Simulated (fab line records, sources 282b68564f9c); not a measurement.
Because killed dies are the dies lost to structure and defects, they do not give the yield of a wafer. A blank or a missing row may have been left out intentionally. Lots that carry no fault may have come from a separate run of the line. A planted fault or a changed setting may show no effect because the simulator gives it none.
fab line records + flow ritCmos
record
- lots=14
- wafers=42
- lastDay=8
route steps=202 shown NSD@139 M1@202
lots with no fault: from the same line, run without faults
startH: hours from the record's opening day to when the first of the lot's shown wafers began + waitH: hours from the lot's prior step to this one + " unchanged from the row above + L1.1+2: several wafers, shown together as one row + - no value present, or no start provided + * or withheld: withheld + < > ~ a bound
route shown NAME@n: a module of which the file shows steps, and the number in the route of the first + usual: mean and standard deviation over wafers with no fault + same: alike in all rows + chamber/n: place in a boat + sites: readings site by site + _std_site: how widely they spread, as a standard deviation + _edge_site: the outer-site mean with the inner-site mean subtracted + radiusMm: for every site, how far away it sits from the centre of the wafer + mask NAME#n: copy n + behind: the last tool/chamber to shape the wafer + hold: cause of the lot's hold/its duration in hours/its outcome + device: names the non-switching transistor (n, p or np) + end of line: at the end of the route, the tests of the same wafers + a step without rows: its recipe alone + killed: not the wafer's yield, but the dies lost to structure and defects at the first sort + map: a wafer's dies, marking killed ones x, the rest . and places with no die _
set.NAME: setting as actually run; set.NAME@STEP: the setting as run at that earlier step + model.NAME: the simulator's own value behind a step, which no gauge read
one table for each step of the route and one row for each wafer, over a sample of lots
services: a tool's chamber out of use, with start hour (startH, from the record's first day; less than 0 if before it), hours out, and reason
## steps
# step RIT_NSD_IMPLANT_08
# recipe
- species=P
- energyKev=25
- doseCm2=1e+15
- tiltDeg=7
# usual
- endStationPressureTorr=7.5e-06/4.4e-07
- tiltDeg=7.004/0.019
| lot.wafer | tool         | chamber | startH | waitH | endStationPressureTorr | tiltDeg |
|-----------|--------------|---------|--------|-------|------------------------|---------|
| L290.2    | implanter-03 | 0       | 60.12  | 0.1   | 7.2e-06                | 7.026   |
| L290.4    | "            | 0       | "      | "     | 8.3e-06                | 7.018   |
| L290.6    | "            | 0       | "      | "     | 7.5e-06                | 6.991   |
| L292.2    | implanter-03 | 0       | 66.72  | 0.1   | 7.9e-06                | 7.000   |
| L292.5    | "            | 0       | "      | "     | 7.9e-06                | 6.981   |
| L292.6    | "            | 0       | "      | "     | 8e-06                  | 6.992   |
| L295.2    | implanter-03 | 0       | 80.34  | 0.1   | 7.9e-06                | 6.963   |
| L295.4    | "            | 0       | "      | "     | 7.6e-06                | 6.979   |
| L295.5    | "            | 0       | "      | "     | 7.2e-06                | 6.970   |
| L293.1    | implanter-04 | 0       | 80.63  | 0.1   | 7.1e-06                | 6.990   |
| L293.2    | "            | 0       | "      | "     | 7.6e-06                | 6.994   |
| L293.6    | "            | 0       | "      | "     | 6.8e-06                | 7.005   |
| L296.3    | implanter-04 | 0       | 85.30  | 0.1   | 7.5e-06                | 7.036   |
| L296.4    | "            | 0       | "      | "     | 8.3e-06                | 7.052   |
| L296.5    | "            | 0       | "      | "     | 7.7e-06                | 7.039   |
| L297.2    | implanter-01 | 0       | 90.21  | 0.1   | 7.9e-06                | 7.007   |
| L297.3    | "            | 0       | "      | "     | 7.5e-06                | 6.974   |
| L297.4    | "            | 0       | "      | "     | 8.3e-06                | 6.991   |
| L298.1    | implanter-03 | 0       | 93.62  | 0.1   | 7.1e-06                | 6.987   |
| L298.5    | "            | 0       | "      | "     | 7.7e-06                | 7.026   |
| L298.6    | "            | 0       | "      | "     | 7.3e-06                | 7.025   |
| L300.2    | implanter-01 | 0       | 104.07 | 0.1   | 6.8e-06                | 7.004   |
| L300.5    | "            | 0       | "      | "     | 7.3e-06                | 6.981   |
| L300.6    | "            | 0       | "      | "     | 7.2e-06                | 6.978   |
| L302.4    | implanter-01 | 0       | 117.56 | 0.1   | 7.5e-06                | 7.031   |
| L302.5    | "            | 0       | "      | "     | 8e-06                  | 7.037   |
| L302.6    | "            | 0       | "      | "     | 6.9e-06                | 7.028   |
| L303.1    | implanter-01 | 0       | 119.28 | 0.1   | 7.4e-06                | 6.986   |
| L303.2    | "            | 0       | "      | "     | 7.3e-06                | 6.995   |
| L303.6    | "            | 0       | "      | "     | 7e-06                  | 7.007   |
| L305.2    | implanter-04 | 0       | 130.53 | 0.1   | 8e-06                  | 6.987   |
| L305.3    | "            | 0       | "      | "     | 7.5e-06                | 6.988   |
| L305.5    | "            | 0       | "      | "     | 7.3e-06                | 6.994   |
| L307.1    | implanter-01 | 0       | 146.74 | 0.1   | 8e-06                  | 6.969   |
| L307.4    | "            | 0       | "      | "     | 7.6e-06                | 6.982   |
| L307.6    | "            | 0       | "      | "     | 7.5e-06                | 6.987   |
| L308.1    | implanter-01 | 0       | 153.67 | 0.1   | 7.3e-06                | 7.008   |
| L308.5    | "            | 0       | "      | "     | 8.2e-06                | 6.993   |
| L308.6    | "            | 0       | "      | "     | 7.9e-06                | 7.010   |
| L311.4    | implanter-03 | 0       | 173.46 | 0.1   | 8.2e-06                | 7.014   |
| L311.5    | "            | 0       | "      | "     | 7.9e-06                | 6.990   |
| L311.6    | "            | 0       | "      | "     | 7.6e-06                | 6.999   |
# step RIT_SDANNEAL_RS_MEAS_05
# recipe
- thkMeasGauge=four-point-probe
# usual
- NSD_RS=84.60/0.26
| lot.wafer | tool         | chamber | startH | waitH | NSD_RS[ohm/sq] |
|-----------|--------------|---------|--------|-------|----------------|
| L290.2    | filmMetro-01 | -       | 62.77  | 0.1   | 84.73          |
| L290.4    | "            | -       | "      | "     | 84.89          |
| L290.6    | "            | -       | "      | "     | 84.71          |
| L292.2    | filmMetro-03 | -       | 69.19  | 0.1   | 84.76          |
| L292.5    | "            | -       | "      | "     | 84.79          |
| L292.6    | "            | -       | "      | "     | 84.64          |
| L295.2    | filmMetro-04 | -       | 82.89  | 0.1   | -              |
| L295.4    | "            | -       | "      | "     | -              |
| L295.5    | "            | -       | "      | "     | -              |
| L293.1    | filmMetro-03 | -       | 83.00  | 0.1   | 84.36          |
| L293.2    | "            | -       | "      | "     | 84.51          |
| L293.6    | "            | -       | "      | "     | 84.57          |
| L296.3    | filmMetro-01 | -       | 87.64  | 0.1   | 84.67          |
| L296.4    | "            | -       | "      | "     | 84.66          |
| L296.5    | "            | -       | "      | "     | 84.64          |
| L297.2    | filmMetro-03 | -       | 92.70  | 0.1   | 85.14          |
| L297.3    | "            | -       | "      | "     | 84.57          |
| L297.4    | "            | -       | "      | "     | 84.86          |
| L298.1    | filmMetro-03 | -       | 96.22  | 0.1   | -              |
| L298.5    | "            | -       | "      | "     | -              |
| L298.6    | "            | -       | "      | "     | -              |
| L300.2    | filmMetro-03 | -       | 106.80 | 0.1   | 85.09          |
| L300.5    | "            | -       | "      | "     | 84.99          |
| L300.6    | "            | -       | "      | "     | 84.98          |
| L302.4    | filmMetro-04 | -       | 120.02 | 0.1   | 84.59          |
| L302.5    | "            | -       | "      | "     | 84.63          |
| L302.6    | "            | -       | "      | "     | 84.73          |
| L303.1    | filmMetro-04 | -       | 121.75 | 0.1   | 84.47          |
| L303.2    | "            | -       | "      | "     | 84.35          |
| L303.6    | "            | -       | "      | "     | 84.50          |
| L305.2    | filmMetro-01 | -       | 132.88 | 0.1   | 84.51          |
| L305.3    | "            | -       | "      | "     | 84.40          |
| L305.5    | "            | -       | "      | "     | 84.37          |
| L307.1    | filmMetro-04 | -       | 149.09 | 0.1   | 84.77          |
| L307.4    | "            | -       | "      | "     | 84.93          |
| L307.6    | "            | -       | "      | "     | 84.74          |
| L308.1    | filmMetro-01 | -       | 156.22 | 0.1   | 84.68          |
| L308.5    | "            | -       | "      | "     | 84.71          |
| L308.6    | "            | -       | "      | "     | 84.88          |
| L311.4    | filmMetro-04 | -       | 175.80 | 0.1   | 84.28          |
| L311.5    | "            | -       | "      | "     | 84.54          |
| L311.6    | "            | -       | "      | "     | 84.51          |
# step RIT_M1_PROBE_99
# usual
- killedAtContacts=0.0/0.2
- killedAtFrontEnd=7/3
- killedDies=7/3
- killedOpen=3.4/1.8
- killedShort=3.8/2.1
# same
- grossDies=264
- killed_at_M0_to_M3=0
- killed_at_M4_up=0
- killedAtBackSide=0
- killedAtOther=0
| lot.wafer | tool      | chamber | startH | waitH | killedAtContacts | killedAtFrontEnd | killedDies | killedOpen | killedShort |
|-----------|-----------|---------|--------|-------|------------------|------------------|------------|------------|-------------|
| L300.2    | prober-01 | -       | 114.12 | 0.1   | 0                | 9                | 9          | 4          | 5           |
| L300.5    | prober-01 | -       | 114.27 | 0.2   | 0                | 10               | 10         | 4          | 6           |
| L300.6    | prober-01 | -       | 114.32 | 0.2   | 0                | 4                | 4          | 3          | 1           |
# killed by level:class
L300.2 GATE:geometricParticle:open=4 GATE:geometricParticle:short=3 FOX1:geometricParticle:short=2
L300.5 GATE:geometricParticle:short=3 FOX2:geometricParticle:open=2 SPACER:geometricParticle:short=2 SILICIDE:geometricParticle:open=2 SILICIDE:geometricParticle:short=1
L300.6 GATE:geometricParticle:open=2 GATE:geometricParticle:short=1 SILICIDE:geometricParticle:open=1
## services
| tool         | chamber | startH | hours | kind   |
|--------------|---------|--------|-------|--------|
| implanter-01 | -       | 37.41  | 1.2   | repair |
| implanter-01 | -       | 42.59  | 0.5   | repair |
| implanter-01 | -       | 53.73  | 1.6   | repair |
| implanter-01 | -       | 82.24  | 0.7   | repair |
| implanter-03 | -       | 129.22 | 0.7   | repair |
| implanter-04 | -       | 136.36 | 3.6   | repair |
## key
firstSign
- step=RIT_SDANNEAL_RS_MEAS_05
- reading=NSD_RS
- direction=missing
effect none on later readings
metAt RIT_NSD_IMPLANT_08
struckLots L295,L298
testerLeftOut L295,L298
onsetBetween 66.72 80.34
fault
- kind=processParameterDrift
- tool=implanter-03
- chamber=-
- onsetH=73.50
- steps=RIT_NSD_IMPLANT_08
- channel=tiltDeg
- offset=8
- spreadByWafer=0.3
- shape=step
- endH=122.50
- actsIn=theseRecipesOnly
- stated=7
# testerLeftOut: of these lots the tester's yield and bins aren't shown, on N5 and GAA mostly nor the transistor test; their killed dies are dies lost to structure and defects alone, not to doping, threshold or leakage, so they don't give the yield
